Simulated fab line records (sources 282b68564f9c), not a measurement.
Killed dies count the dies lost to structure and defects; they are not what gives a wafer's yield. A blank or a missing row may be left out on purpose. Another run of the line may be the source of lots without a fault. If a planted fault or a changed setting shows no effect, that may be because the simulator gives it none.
Struck lot and sound lot, side by side / flow rit cmos / 44 out of 202 route steps
Sound: wafers L166.2, L166.4, L166.5. Wafers L172.2, L172.4, L172.6 were the ones struck. The cause is given at the end.
For every step that has rows: the tool of each side, followed by ch and its chambers, followed by its first start. Under that, the readings that differ: sound wafers / struck wafers / difference of the means / sigmas: that difference in standard deviations of wafers without a fault.
alike: words and numbers the same on both sides, and readings whose means are apart by under 2 such deviations; not compared: readings that were withheld, readings missing a value for some wafer, numbers with overlapping values and no deviation given by the record, and bounds like >300 which may hide the same value.
The two part at a step that has a row with sigmas, a row that says differs or no value, or rows on one side only. Non-overlapping numbers with no deviation appear without sigmas and do not part them. A reading missing from all wafers of one side parts the sides only when that side holds two or more wafers.

first, 4 steps without rows for these wafers: RIT_PLDD_SOFTBAKE_02 (time 60 s); RIT_PLDD_EXPOSE_03 (exposes mask M8, target cd 40900 nm); RIT_PLDD_PEB_04; RIT_PLDD_DEVELOP_05 (develop time 50 s).
RIT_PLDD_OVL_MEAS_06:
  sound on overlay-01 at day 5 16:56; struck on overlay-01 at day 6 20:56
  alike: PLDD_OVL
then, 2 steps without rows for these wafers: RIT_PLDD_HARDBAKE_07 (time 60 s); RIT_PLDD_IMPLANT_08.
RIT_PLDD_STRIP_09: strips in O2, time 180 s.
  sound on plasma asher-01 ch 0,1, day 5 17:16; struck on plasma asher-04 ch 0, day 6 21:16
  alike: drypump motor current A
  not compared: rf hours counter h
RIT_PLDD_TW_MEAS_10:
  sound on film metro-03 at day 5 17:28; struck on film metro-04 at day 6 21:26
reading=PLDD_TW; sound=2334 2333 2333; struck=2369 2369 2373; difference=+37; sigmas=+2
then, 3 steps without rows for these wafers: RIT_SPACER_CLEAN_00 (cleans in SC1, time 600 s); RIT_SPACER_CLEAN_01 (cleans in dHF, time 30 s); RIT_SPACER_CLEAN_02 (cleans in SC2, time 600 s).
RIT_SPACER_CVD_03: deposits Si3N4 from SiH2Cl2/NH3, target thk 250 nm, time 3300 s.
  sound on lpcvd-02 ch 1, day 5 18:33; struck on lpcvd-01 ch 1, day 6 21:52
reading=model.Si3N4_of_SPACER_CVD_03.thk nm (nm); sound=249.2 249.7 249.3; struck=256.5 256.1 255.7; difference=+6.7; sigmas=
  alike: spike tc centre C, spike tc load C, zone power load pct
RIT_SPACER_THK_MEAS_04:
  sound on film metro-04 at day 5 20:29; struck on film metro-04 at day 6 23:47
reading=SPACER_NITRIDE_THK (nm); sound=248.9 249.8 249.3; struck=256.5 256.0 255.5; difference=+6.7; sigmas=+3
  not compared: hold
RIT_SPACER_ETCHBACK_05: etches Si3N4 in SF6/CHF3, stops on SiO2, target depth 250 nm, time 240 s.
  sound on rie diel-04 ch 0,1,3, day 5 20:32; struck on rie diel-01 ch 1,2,3, day 6 23:50
reading=model.etch.depth nm (nm); sound=249.2 249.7 249.3; struck=256.5 256.1 255.7; difference=+6.7; sigmas=
  alike: SF6_flow_sccm, drypump motor current A, oes product au, throttle valve pct
  not compared: hold, rf hours counter h
then, 6 steps without rows for these wafers: RIT_NSD_HMDS_00 (prime time 60 s); RIT_NSD_COAT_01 (resist thk 1000 nm); RIT_NSD_SOFTBAKE_02 (time 60 s); RIT_NSD_EXPOSE_03 (exposes mask M9, target cd 40700 nm); RIT_NSD_PEB_04; RIT_NSD_DEVELOP_05 (develop time 50 s).
RIT_NSD_OVL_MEAS_06:
  sound on overlay-01 at day 5 21:37; struck on overlay-02 at day 7 00:58
  alike: NSD_OVL
then, 2 steps without rows for these wafers: RIT_NSD_HARDBAKE_07 (time 60 s); RIT_NSD_IMPLANT_08.
RIT_NSD_STRIP_09: strips in O2, time 180 s.
  sound on plasma asher-04 ch 0,1, day 5 21:57; struck on plasma asher-01 ch 0,1, day 7 01:18
  alike: drypump motor current A
  not compared: rf hours counter h
RIT_NSD_TW_MEAS_10:
  sound on film metro-04 at day 5 22:08; struck on film metro-01 at day 7 01:29
  alike: NSD_TW
then, 6 steps without rows for these wafers: RIT_PSD_HMDS_00 (prime time 60 s); RIT_PSD_COAT_01 (resist thk 1000 nm); RIT_PSD_SOFTBAKE_02 (time 60 s); RIT_PSD_EXPOSE_03 (exposes mask M10, target cd 40900 nm); RIT_PSD_PEB_04; RIT_PSD_DEVELOP_05 (develop time 50 s).
RIT_PSD_OVL_MEAS_06:
  sound on overlay-01 at day 5 23:10; struck on overlay-02 at day 7 02:31
  alike: PSD_OVL
then, 2 steps without rows for these wafers: RIT_PSD_HARDBAKE_07 (time 60 s); RIT_PSD_IMPLANT_08.
RIT_PSD_STRIP_09: strips in O2, time 180 s.
  sound on plasma asher-02 ch 0,1, day 5 23:29; struck on plasma asher-02 ch 1, day 7 02:50
  alike: drypump motor current A
  not compared: rf hours counter h
RIT_PSD_TW_MEAS_10:
  sound on film metro-04 at day 5 23:41; struck on film metro-03 at day 7 03:02
reading=PSD_TW; sound=3480 3465 3470; struck=3420 3433 3398; difference=-55; sigmas=-2
then, 3 steps without rows for these wafers: RIT_SDANNEAL_CLEAN_00 (cleans in SC1, time 600 s); RIT_SDANNEAL_CLEAN_01 (cleans in dHF, time 30 s); RIT_SDANNEAL_CLEAN_02 (cleans in SC2, time 600 s).
RIT_SDANNEAL_RTA_03: time 5 s.
  sound on rtp anneal-02 ch 0, day 6 00:08; struck on rtp anneal-02 ch 0, day 7 03:28
  alike: wafer_temp_C_max
RIT_SDANNEAL_RS_MEAS_04: a four-point-probe measurement.
  sound on film metro-03 at day 6 00:13; struck on film metro-04 at day 7 03:31
  alike: PSD_RS
RIT_SILICIDE_WET_ETCH_00: etches SiO2 in BOE, target depth 14 nm, time 15 s.
  sound on wet bench-02 ch 3, day 6 00:40; struck on wet bench-04 ch 1, day 7 03:59
reading=model.Si3N4_of_SPACER_CVD_03.thk nm (nm); sound=193.6 194.2 193.5; struck=200.4 199.8 200.3; difference=+6.4; sigmas=
RIT_M1_PROBE_99:
  sound on prober-01 at day 6 09:59; struck on prober-01 at day 7 11:40
reading=model.etest.nwell pinched.rs ohm sq; sound=340 336.5 339.9; struck=331.5 331.8 326.6; difference=-8.8; sigmas=
reading=model.etest.diode nplus comb.cj ff um2; sound=2.662 2.661 2.669; struck=2.62 2.634 2.606; difference=-0.04; sigmas=
  alike: killed at contacts, killed at front end, killed dies, killed open, killed short

## WHERE THEY PART
First at RIT_PLDD_TW_MEAS_10; last, within this record, at RIT_PSD_TW_MEAS_10. Later steps at which nothing parts them and some readings are alike: RIT_SDANNEAL_RTA_03, RIT_SDANNEAL_RS_MEAS_04, RIT_M1_PROBE_99.

WHY: whatever the simulator had introduced
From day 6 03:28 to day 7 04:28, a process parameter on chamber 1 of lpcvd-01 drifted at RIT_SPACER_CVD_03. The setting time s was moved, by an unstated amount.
